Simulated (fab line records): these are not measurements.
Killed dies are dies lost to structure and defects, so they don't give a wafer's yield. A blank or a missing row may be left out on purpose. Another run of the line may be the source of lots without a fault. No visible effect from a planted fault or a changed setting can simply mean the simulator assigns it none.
fab line records    flow berkeley_cmos170    part 1 of 2: steps 1 to 36 of 43
record lots=7  wafers=21  last_day=11
route steps=331 shown M2@278 V2@292 M3@309
lots that met no fault: taken from a fault-free run of the same line
start_h: the number of hours between the record's first day and the start of the first shown wafer of the lot    wait_h: hours from the lot's prior step to this one    " same as the row above    L1.1+2: a row that stands for several wafers    - no value present, or no start provided    * or withheld: withheld    < > ~ a bound
route shown NAME@n: NAME is a module with steps in the file, n the number in the route of the first one    usual: mean/standard deviation taken from wafers without a fault    same: alike in all rows    chamber/n: place in a boat    sites: the reading at each site    _std_site: standard deviation across them    _edge_site: mean of outer sites minus mean of inner sites    radius_mm: how far each site lies from the wafer's centre    mask NAME#n: copy n    behind: the last tool/chamber to shape the wafer    hold: cause of the lot's hold/its duration in hours/its outcome    device: whichever transistor did not switch (one of n, p or np)    end of line: at the end of the route, the tests of the same wafers    a step with no rows: only its recipe    killed: dies lost to structure and defects at the first sort, not the wafer's yield    map: shows each die of a wafer: x if killed, . if not, _ if none is there
set.NAME: the setting as run; set.NAME@STEP: as run at that earlier step    model.NAME: the simulator's own value behind a step, which no gauge read
lots seen at some steps along the route; tables by step, rows by wafer
services: from which hour (start_h, from the record's first day; less than 0 if before it) a tool's chamber was out of use, for how many hours, and why
## steps
# step UCB170_M2_STRIP_07
# recipe chemistry=O2  power_w=400  pressure_mtorr=3500  platen_temp_c=withheld  o2_flow_sccm=400  overash_fraction=0.5
# usual drypump_motor_current_A=5.8/0.53  o2_flow_sccm=400.1/1.1  oes_product_au=0.735/0.005  strip_time_to_endpoint_s=21.95/0.071
lot.wafer  tool             chamber  start_h  wait_h  drypump_motor_current_A  o2_flow_sccm  oes_product_au  rf_hours_counter_h  strip_time_to_endpoint_s
L804.4     plasma_asher-01  0        198.42   0.1     6.5                      399.7         0.726           -                   21.84
L804.5     "                0        "        "       6.5                      399.3         0.723           -                   21.87
L804.6     "                1        "        "       5.9                      401.0         0.740           -                   21.81
L813.2     plasma_asher-02  1        223.78   0.1     4.7                      400.2         0.734           11                  21.97
L813.4     "                1        "        "       4.7                      400.6         0.736           -                   22.01
L813.6     "                1        "        "       4.7                      400.5         0.735           -                   21.92
L815.2     plasma_asher-02  0        248.41   0.1     5.5                      401.4         0.744           13                  22.06
L815.3     "                0        "        "       5.6                      402.5         0.737           -                   21.99
L815.4     "                1        "        "       4.8                      399.7         0.737           -                   21.99
L818.1     plasma_asher-01  0        255.39   0.1     6.5                      401.2         0.730           44                  21.95
L818.3     "                0        "        "       6.5                      401.4         0.732           -                   22.01
L818.6     "                0        "        "       6.5                      400.5         0.736           -                   21.99
L817.1     plasma_asher-04  1        257.90   0.1     6.1                      401.3         0.739           58                  21.89
L817.3     "                0        "        "       5.8                      399.5         0.732           -                   21.85
L817.4     "                1        "        "       6.2                      399.5         0.730           -                   21.91
L820.3     plasma_asher-01  0        265.77   0.1     6.5                      400.3         0.739           -                   21.98
L820.4     "                1        "        "       5.9                      400.8         0.739           -                   22.00
L820.6     "                0        "        "       6.5                      399.9         0.729           -                   22.02
L819.1     plasma_asher-04  1        267.29   0.1     6.1                      399.3         0.739           59                  21.94
L819.3     "                0        "        "       5.7                      400.8         0.731           -                   21.95
L819.5     "                1        "        "       6.2                      399.9         0.736           -                   21.92
# step UCB170_M2_STRIP_08
# recipe chemistry=DMSO  temp_c=80  time_s=600  material=KrF
# step UCB170_M2_COAT_09
# recipe resist=BARC  temp_c=withheld  time_s=withheld  spin_rpm=3000  resist_thk_nm=withheld
# step UCB170_M2_COAT_10
# recipe resist=KrF  spin_rpm=1500  resist_thk_nm=900
# step UCB170_M2_SOFTBAKE_11
# recipe resist=KrF  temp_c=130  time_s=60
# step UCB170_M2_EXPOSE_12
# recipe mask_id=METAL2  target_cd_nm=700  na=0.5  sigma_outer=0.6  source_shape=conventional  dose_mj=26
# step UCB170_M2_PEB_13
# recipe peb_temp_c=130  peb_time_s=withheld  resist=KrF
# step UCB170_M2_DEVELOP_14
# recipe developer=TMAH  develop_time_s=45  resist=KrF  dev_temp_c=21
# step UCB170_M2_CD_MEAS_15
# recipe target_cd_nm=700
# usual cd_nm=699.9/1.2
lot.wafer  tool       chamber  start_h  wait_h  cd_nm
L804.4     cd_sem-02  -        199.98   -       699.4
L804.5     "          -        "        "       700.4
L804.6     "          -        "        "       699.6
L813.2     cd_sem-01  -        225.54   -       702.5
L813.4     "          -        "        "       702.5
L813.6     "          -        "        "       703.2
L815.2     cd_sem-02  -        250.10   -       700.1
L815.3     "          -        "        "       699.3
L815.4     "          -        "        "       699.7
L818.1     cd_sem-01  -        256.84   -       698.6
L818.3     "          -        "        "       700.6
L818.6     "          -        "        "       699.9
L817.1     cd_sem-01  -        260.07   -       700.2
L817.3     "          -        "        "       700.4
L817.4     "          -        "        "       701.4
L820.3     cd_sem-02  -        267.02   -       699.9
L820.4     "          -        "        "       699.3
L820.6     "          -        "        "       698.0
L819.1     cd_sem-01  -        268.41   -       699.1
L819.3     "          -        "        "       698.3
L819.5     "          -        "        "       699.2
# step UCB170_M2_OVL_MEAS_16
# usual M2_OVL=2/4.8
lot.wafer  tool        chamber  start_h  wait_h  M2_OVL[nm]
L804.4     overlay-01  -        200.06   0.1     -6
L804.5     "           -        "        "       -2
L804.6     "           -        "        "       -7
L813.2     overlay-02  -        225.64   0.1     6
L813.4     "           -        "        "       7
L813.6     "           -        "        "       9
L815.2     overlay-01  -        250.20   0.1     -8
L815.3     "           -        "        "       -4
L815.4     "           -        "        "       -9
L818.1     overlay-02  -        256.96   0.1     -1
L818.3     "           -        "        "       2
L818.6     "           -        "        "       9
L817.1     overlay-02  -        260.19   0.1     1
L817.3     "           -        "        "       7
L817.4     "           -        "        "       5
L820.3     overlay-02  -        267.11   0.1     6
L820.4     "           -        "        "       1
L820.6     "           -        "        "       7
L819.1     overlay-02  -        268.53   0.1     5
L819.3     "           -        "        "       4
L819.5     "           -        "        "       4
# step UCB170_M2_ETCH_17
# recipe chemistry=N2/H2  target_depth_a=withheld  overetch_a=withheld  target=BARC  time_s=withheld  source_w=500  bias_w=100  pressure_mtorr=30  n2_flow_sccm=100  h2_flow_sccm=200
# usual bias_w=100.0/0.31  drypump_motor_current_A=5.6/0.35  oes_product_au=0.977/0.025  throttle_valve_pct=13.31/0.24
lot.wafer  tool         chamber  start_h  wait_h  bias_w  drypump_motor_current_A  oes_product_au  throttle_valve_pct
L804.4     rie_diel-04  0        200.16   0.1     100.1   6.1                      1.028           13.26
L804.5     "            3        "        "       99.9    6.1                      0.988           13.28
L804.6     "            2        "        "       100.4   5.6                      0.980           13.15
L813.2     rie_diel-03  2        225.67   0.0     100.2   5.5                      0.989           13.47
L813.4     "            1        "        "       100.1   5.3                      0.995           12.88
L813.6     "            1        "        "       100.2   5.3                      0.995           12.86
L815.2     rie_diel-04  2        250.23   0.0     99.8    5.6                      0.975           13.15
L815.3     "            0        "        "       99.7    6.1                      1.029           13.28
L815.4     "            1        "        "       99.7    6.4                      0.986           13.18
L818.1     rie_diel-01  2        257.00   0.0     99.8    5.7                      0.964           13.47
L818.3     "            1        "        "       100.2   5.2                      0.962           13.03
L818.6     "            1        "        "       99.8    5.2                      0.954           13.04
L817.1     rie_diel-03  3        260.22   0.0     100.2   6.1                      0.939           13.35
L817.3     "            1        "        "       100.3   5.3                      0.995           12.87
L817.4     "            2        "        "       100.0   5.5                      1.007           13.46
L820.3     rie_diel-03  1        267.13   0.0     99.4    5.4                      0.997           12.87
L820.4     "            3        "        "       99.8    6.0                      0.936           13.36
L820.6     "            1        "        "       100.0   5.4                      1.010           12.87
L819.1     rie_diel-04  1        268.57   0.0     99.7    6.4                      0.982           13.19
L819.3     "            0        "        "       99.5    6.1                      1.028           13.30
L819.5     "            2        "        "       99.6    5.7                      0.958           13.14
# step UCB170_M2_METAL_ETCH_18
# recipe chemistry=Cl2/BCl3  target=Al  stop_on=SiO2  pressure_mtorr=12  target_depth_a=11700  over_etch_frac=0.3  time_s=195  icp_w=600  bias_w=120  Cl2_flow_sccm=90  bcl3_flow_sccm=45
# step UCB170_M2_STRIP_19
# recipe chemistry=O2  power_w=400  pressure_mtorr=3500  platen_temp_c=withheld  o2_flow_sccm=400  overash_fraction=0.5
# usual drypump_motor_current_A=5.7/0.56  o2_flow_sccm=400.1/1.1  oes_product_au=0.528/0.022
lot.wafer  tool             chamber  start_h  wait_h  drypump_motor_current_A  o2_flow_sccm  oes_product_au  rf_hours_counter_h
L804.4     plasma_asher-04  1        200.43   0.1     6.2                      399.9         0.542           -
L804.5     "                0        "        "       5.8                      400.1         0.549           -
L804.6     "                1        "        "       6.1                      400.1         0.548           -
L813.2     plasma_asher-02  1        225.90   0.1     4.7                      400.9         0.515           11
L813.4     "                1        "        "       4.8                      400.1         0.514           -
L813.6     "                1        "        "       4.7                      401.0         0.512           -
L815.2     plasma_asher-01  1        250.46   0.1     6.1                      402.4         0.546           44
L815.3     "                1        "        "       6.0                      401.2         0.533           -
L815.4     "                0        "        "       6.5                      398.8         0.544           -
L818.1     plasma_asher-02  0        257.23   0.1     5.5                      400.6         0.549           15
L818.3     "                1        "        "       4.8                      401.5         0.552           -
L818.6     "                1        "        "       4.8                      399.1         0.550           -
L817.1     plasma_asher-01  0        260.45   0.1     6.5                      398.1         0.510           45
L817.3     "                0        "        "       6.5                      402.0         0.574           -
L817.4     "                1        "        "       6.0                      401.5         0.514           -
L820.3     plasma_asher-02  1        267.40   0.1     4.8                      398.6         0.570           -
L820.4     "                0        "        "       5.5                      399.7         0.540           -
L820.6     "                0        "        "       5.6                      399.7         0.552           -
L819.1     plasma_asher-02  0        268.80   0.1     5.5                      400.4         0.515           16
L819.3     "                0        "        "       5.6                      402.1         0.521           -
L819.5     "                1        "        "       4.7                      401.0         0.513           -
# step UCB170_M2_CD_MEAS_90
# recipe target_cd_nm=700
# usual cd_nm=700/4
lot.wafer  tool       chamber  start_h  wait_h  cd_nm
L804.4     cd_sem-02  -        200.55   0.1     698
L804.5     "          -        "        "       701
L804.6     "          -        "        "       692
L813.2     cd_sem-02  -        226.02   0.1     705
L813.4     "          -        "        "       700
L813.6     "          -        "        "       701
L815.2     cd_sem-02  -        250.58   0.1     697
L815.3     "          -        "        "       703
L815.4     "          -        "        "       696
L818.1     cd_sem-01  -        257.33   0.1     694
L818.3     "          -        "        "       703
L818.6     "          -        "        "       699
L817.1     cd_sem-01  -        260.55   0.1     698
L817.3     "          -        "        "       699
L817.4     "          -        "        "       697
L820.3     cd_sem-02  -        267.50   0.1     695
L820.4     "          -        "        "       706
L820.6     "          -        "        "       703
L819.1     cd_sem-01  -        268.90   0.1     698
L819.3     "          -        "        "       699
L819.5     "          -        "        "       703
# step UCB170_V2_CVD_00
# recipe material=SiO2  target_thk_nm=2000  temp_c=390  precursor=TEOS/O2  time_s=258.5  rf_w=550  pressure_mtorr=9000
# usual heater_power_w=293/49
lot.wafer  tool      chamber  start_h  wait_h  heater_power_w
L804.4     pecvd-04  2        200.69   0.1     238
L804.5     "         0        "        "       216
L804.6     "         1        "        "       378
L813.2     pecvd-01  1        226.12   0.1     336
L813.4     "         0        "        "       253
L813.6     "         1        "        "       398
L815.2     pecvd-04  1        250.68   0.1     359
L815.3     "         0        "        "       287
L815.4     "         1        "        "       287
L818.1     pecvd-02  2        257.45   0.1     302
L818.3     "         1        "        "       336
L818.6     "         1        "        "       252
L817.1     pecvd-01  2        260.67   0.1     286
L817.3     "         0        "        "       296
L817.4     "         0        "        "       348
L820.3     pecvd-04  0        267.58   0.1     310
L820.4     "         1        "        "       279
L820.6     "         2        "        "       237
L819.1     pecvd-02  0        269.02   0.1     317
L819.3     "         2        "        "       303
L819.5     "         1        "        "       250
# step UCB170_V2_THK_MEAS_01
# recipe reads=SiO2_of_V2_CVD_00
# usual V2_TEOS_THK=2080/27
lot.wafer  tool           chamber  start_h  wait_h  V2_TEOS_THK[nm]
L804.4     film_metro-02  -        200.80   0.0     2111
L804.5     "              -        "        "       2080
L804.6     "              -        "        "       2106
L813.2     film_metro-02  -        226.29   0.1     2075
L813.4     "              -        "        "       2062
L813.6     "              -        "        "       2111
L815.2     film_metro-02  -        250.85   0.1     2055
L815.3     "              -        "        "       2048
L815.4     "              -        "        "       2096
L818.1     film_metro-01  -        257.61   0.1     2064
L818.3     "              -        "        "       2077
L818.6     "              -        "        "       2126
L817.1     film_metro-01  -        260.83   0.1     2079
L817.3     "              -        "        "       2045
L817.4     "              -        "        "       2056
L820.3     film_metro-01  -        267.76   0.1     2037
L820.4     "              -        "        "       2088
L820.6     "              -        "        "       2115
L819.1     film_metro-03  -        269.17   0.1     2075
L819.3     "              -        "        "       2070
L819.5     "              -        "        "       2103
# step UCB170_V2_CMP_02
# recipe material=SiO2  down_force_psi=6  platen_rpm=60  pad_velocity_m_s=0.75398
# usual motor_current_A=15.6/1.7  retaining_ring_pressure_frac=1.000/0.0051
lot.wafer  tool    chamber  start_h  wait_h  motor_current_A  retaining_ring_pressure_frac
L804.4     cmp-01  3        200.98   0.2     17.3             0.997
L804.6     "       0        "        "       16.3             0.993
L804.5     "       1        "        "       13.2             0.995
L813.2     cmp-01  1        226.39   0.1     13.4             1.009
L813.4     "       2        "        "       13.9             0.998
L813.6     "       0        "        "       15.0             1.009
L815.2     cmp-01  2        250.90   0.0     13.4             1.000
L815.4     "       3        "        "       16.8             0.993
L815.3     "       1        "        "       13.8             1.008
L818.1     cmp-01  2        257.72   0.1     13.6             1.003
L818.3     "       0        "        "       15.2             1.011
L818.6     "       2        "        "       14.5             1.003
L817.4     cmp-01  1        260.89   0.0     14.0             1.001
L817.3     "       2        "        "       14.1             1.003
L817.1     "       0        "        "       15.5             0.998
L820.4     cmp-02  0        267.80   0.0     17.8             0.999
L820.3     "       1        "        "       17.7             1.001
L820.6     "       1        "        "       17.1             0.995
L819.3     cmp-01  2        269.23   0.0     14.0             1.004
L819.1     "       3        "        "       18.4             1.007
L819.5     "       2        "        "       13.7             1.008
# step UCB170_V2_BOW_MEAS_03
# recipe mode=bow
# usual V2_BOW=36/7
lot.wafer  tool           chamber  start_h  wait_h  V2_BOW[um]
L804.4     film_metro-03  -        201.19   0.2     26
L804.5     "              -        "        "       34
L804.6     "              -        "        "       26
L813.2     film_metro-03  -        226.66   0.2     43
L813.4     "              -        "        "       39
L813.6     "              -        "        "       31
L815.2     film_metro-03  -        251.22   0.3     38
L815.3     "              -        "        "       26
L815.4     "              -        "        "       39
L818.1     film_metro-02  -        257.97   0.2     28
L818.3     "              -        "        "       31
L818.6     "              -        "        "       35
L817.1     film_metro-02  -        261.19   0.1     42
L817.3     "              -        "        "       32
L817.4     "              -        "        "       40
L820.3     film_metro-01  -        268.14   0.2     37
L820.4     "              -        "        "       45
L820.6     "              -        "        "       30
L819.1     film_metro-03  -        269.53   0.2     40
L819.3     "              -        "        "       43
L819.5     "              -        "        "       42
# step UCB170_V2_THK_MEAS_04
# recipe reads=SiO2_of_V2_CVD_00
# usual V2_POLISHED_THK=999.8/1.6
lot.wafer  tool           chamber  start_h  wait_h  V2_POLISHED_THK[nm]
L804.4     film_metro-03  -        201.28   0.1     999.6
L804.5     "              -        "        "       1000.0
L804.6     "              -        "        "       1001.5
L813.2     film_metro-03  -        226.77   0.1     999.6
L813.4     "              -        "        "       998.6
L813.6     "              -        "        "       999.5
L815.2     film_metro-03  -        251.33   0.1     999.9
L815.3     "              -        "        "       998.2
L815.4     "              -        "        "       998.7
L818.1     film_metro-02  -        258.09   0.1     997.1
L818.3     "              -        "        "       998.1
L818.6     "              -        "        "       999.8
L817.1     film_metro-02  -        261.31   0.1     1000.3
L817.3     "              -        "        "       1000.5
L817.4     "              -        "        "       1000.0
L820.3     film_metro-01  -        268.24   0.1     1001.4
L820.4     "              -        "        "       999.9
L820.6     "              -        "        "       998.7
L819.1     film_metro-03  -        269.65   0.1     999.1
L819.3     "              -        "        "       1000.0
L819.5     "              -        "        "       1000.5
# step UCB170_V2_CLEAN_05
# recipe chemistry=DIW
# step UCB170_V2_HMDS_06
# recipe prime_time_s=60  prime_temp_c=100
# step UCB170_V2_COAT_07
# recipe resist=KrF  spin_rpm=1500  resist_thk_nm=900
# step UCB170_V2_SOFTBAKE_08
# recipe resist=KrF  temp_c=130  time_s=60
# step UCB170_V2_EXPOSE_09
# recipe mask_id=VIA2  target_cd_nm=700  na=0.5  sigma_outer=0.6  source_shape=conventional  dose_mj=37
# step UCB170_V2_PEB_10
# recipe peb_temp_c=130  peb_time_s=withheld  resist=KrF
# step UCB170_V2_DEVELOP_11
# recipe developer=TMAH  develop_time_s=45  resist=KrF  dev_temp_c=21
# step UCB170_V2_CD_MEAS_12
# recipe target_cd_nm=700
# usual cd_nm=699.9/1.3
lot.wafer  tool       chamber  start_h  wait_h  cd_nm
L804.4     cd_sem-02  -        203.34   -       699.2
L804.5     "          -        "        "       698.5
L804.6     "          -        "        "       700.1
L813.2     cd_sem-02  -        228.43   -       699.3
L813.4     "          -        "        "       699.8
L813.6     "          -        "        "       700.2
L815.2     cd_sem-01  -        253.93   -       699.9
L815.3     "          -        "        "       698.7
L815.4     "          -        "        "       699.5
L818.1     cd_sem-01  -        260.34   -       699.3
L818.3     "          -        "        "       699.2
L818.6     "          -        "        "       698.5
L817.1     cd_sem-02  -        262.92   -       698.4
L817.3     "          -        "        "       698.9
L817.4     "          -        "        "       699.4
L820.3     cd_sem-02  -        269.46   -       699.6
L820.4     "          -        "        "       699.2
L820.6     "          -        "        "       699.1
L819.1     cd_sem-02  -        270.73   -       700.8
L819.3     "          -        "        "       700.1
L819.5     "          -        "        "       701.1
# step UCB170_V2_OVL_MEAS_13
# usual V2_OVL=0/5
lot.wafer  tool        chamber  start_h  wait_h  V2_OVL[nm]
L804.4     overlay-01  -        203.42   0.1     -2
L804.5     "           -        "        "       4
L804.6     "           -        "        "       0
L813.2     overlay-01  -        228.54   0.1     5
L813.4     "           -        "        "       3
L813.6     "           -        "        "       4
L815.2     overlay-01  -        254.04   0.1     6
L815.3     "           -        "        "       6
L815.4     "           -        "        "       6
L818.1     overlay-02  -        260.46   0.1     10
L818.3     "           -        "        "       3
L818.6     "           -        "        "       9
L817.1     overlay-01  -        263.04   0.1     7
L817.3     "           -        "        "       5
L817.4     "           -        "        "       4
L820.3     overlay-02  -        269.55   0.1     -2
L820.4     "           -        "        "       -3
L820.6     "           -        "        "       -6
L819.1     overlay-01  -        270.85   0.1     5
L819.3     "           -        "        "       5
L819.5     "           -        "        "       8
# step UCB170_V2_ETCH_14
# recipe chemistry=CHF3/CF4/Ar  target=SiO2  stop_on=Al  CHF3_flow_sccm=45  cf4_flow_sccm=15  Ar_flow_sccm=150  pressure_mtorr=200  rf_w=700  target_depth_a=12500  over_etch_frac=0.25  time_s=291
# step UCB170_V2_STRIP_15
# recipe chemistry=O2  power_w=400  pressure_mtorr=3500  platen_temp_c=withheld  o2_flow_sccm=400  overash_fraction=0.5
# step UCB170_V2_CD_MEAS_90
# recipe target_cd_nm=700
# usual cd_nm=699.5/1.5
lot.wafer  tool       chamber  start_h  wait_h  cd_nm
L804.4     cd_sem-02  -        203.77   0.1     697.5
L804.5     "          -        "        "       698.4
L804.6     "          -        "        "       699.2
L813.2     cd_sem-02  -        228.91   0.1     697.5
L813.4     "          -        "        "       699.2
L813.6     "          -        "        "       699.2
L815.2     cd_sem-02  -        254.36   0.1     700.7
L815.3     "          -        "        "       698.2
L815.4     "          -        "        "       698.8
L818.1     cd_sem-02  -        260.78   0.1     698.6
L818.3     "          -        "        "       699.6
L818.6     "          -        "        "       699.3
L817.1     cd_sem-01  -        263.35   0.1     697.9
L817.3     "          -        "        "       698.0
L817.4     "          -        "        "       699.3
L820.3     cd_sem-01  -        269.89   0.1     699.7
L820.4     "          -        "        "       698.7
L820.6     "          -        "        "       700.4
L819.1     cd_sem-01  -        271.16   0.1     700.4
L819.3     "          -        "        "       700.4
L819.5     "          -        "        "       700.8
# step UCB170_M3_PRE_CLEAN_00
# recipe gas=Ar  preclean_etch_time_s=60
# step UCB170_M3_SPUTTER_01
# recipe material=Al  target_thk_nm=900  time_s=120  power_w=6000  chamber_pressure_pa=0.5
# usual chamber_pressure_pa=0.4999/0.00097  throttle_valve_pct=29.2/1.2
lot.wafer  tool            chamber  start_h  wait_h  chamber_pressure_pa  throttle_valve_pct
L804.4     pvd_sputter-01  -        203.90   0.0     0.4993               28.3
L804.5     "               -        "        "       0.5009               28.2
L804.6     "               -        "        "       0.5000               31.4
L813.2     pvd_sputter-03  -        229.08   0.0     0.4981               28.6
L813.4     "               -        "        "       0.5009               31.3
L813.6     "               -        "        "       0.5006               29.4
L815.2     pvd_sputter-03  -        254.53   0.0     0.5002               31.2
L815.3     "               -        "        "       0.4988               28.7
L815.4     "               -        "        "       0.5010               29.1
L818.1     pvd_sputter-02  -        260.96   0.0     0.5009               26.9
L818.3     "               -        "        "       0.4988               28.4
L818.6     "               -        "        "       0.5008               28.3
L817.1     pvd_sputter-01  -        263.54   0.0     0.4997               28.2
L817.3     "               -        "        "       0.4984               28.5
L817.4     "               -        "        "       0.5018               31.7
L820.3     pvd_sputter-03  -        270.04   0.0     0.4982               29.2
L820.4     "               -        "        "       0.4981               28.5
L820.6     "               -        "        "       0.5009               29.5
L819.1     pvd_sputter-01  -        271.35   0.0     0.4995               31.8
L819.3     "               -        "        "       0.5002               28.5
L819.5     "               -        "        "       0.5002               31.4
# step UCB170_M3_RS_MEAS_02
# recipe thk_meas_gauge=four-point-probe  reads=Al_of_M3_SPUTTER_01
# usual M3_AL_RS=0.0322/0.00036
lot.wafer  tool           chamber  start_h  wait_h  M3_AL_RS[ohm/sq]
L804.4     film_metro-04  -        204.04   0.1     0.0321
L804.5     "              -        "        "       0.0316
L804.6     "              -        "        "       0.0320
L813.2     film_metro-01  -        229.18   0.1     0.0322
L813.4     "              -        "        "       0.0324
L813.6     "              -        "        "       0.0325
L815.2     film_metro-04  -        254.63   0.1     0.0323
L815.3     "              -        "        "       0.0321
L815.4     "              -        "        "       0.0325
L818.1     film_metro-04  -        261.05   0.0     0.0326
L818.3     "              -        "        "       0.0326
L818.6     "              -        "        "       0.0326
L817.1     film_metro-01  -        263.62   0.0     0.0322
L817.3     "              -        "        "       0.0315
L817.4     "              -        "        "       0.0322
L820.3     film_metro-03  -        270.16   0.1     0.0322
L820.4     "              -        "        "       0.0317
L820.6     "              -        "        "       0.0326
L819.1     film_metro-01  -        271.43   0.0     0.0328
L819.3     "              -        "        "       0.0326
L819.5     "              -        "        "       0.0329
# step UCB170_M3_THK_MEAS_03
# recipe thk_meas_gauge=xrf  reads=Al_of_M3_SPUTTER_01
# usual M3_AL_THK=912/11
lot.wafer  tool           chamber  start_h  wait_h  M3_AL_THK[nm]
L804.4     film_metro-04  -        204.13   0.1     915
L804.5     "              -        "        "       933
L804.6     "              -        "        "       915
L813.2     film_metro-01  -        229.29   0.1     912
L813.4     "              -        "        "       903
L813.6     "              -        "        "       905
L815.2     film_metro-04  -        254.74   0.1     908
L815.3     "              -        "        "       908
L815.4     "              -        "        "       895
L818.1     film_metro-04  -        261.17   0.1     899
L818.3     "              -        "        "       898
L818.6     "              -        "        "       901
L817.1     film_metro-01  -        263.74   0.1     917
L817.3     "              -        "        "       929
L817.4     "              -        "        "       917
L820.3     film_metro-03  -        270.26   0.1     910
L820.4     "              -        "        "       925
L820.6     "              -        "        "       902
L819.1     film_metro-01  -        271.55   0.1     896
L819.3     "              -        "        "       905
L819.5     "              -        "        "       891
# step UCB170_M3_HMDS_04
# recipe prime_time_s=60  prime_temp_c=100
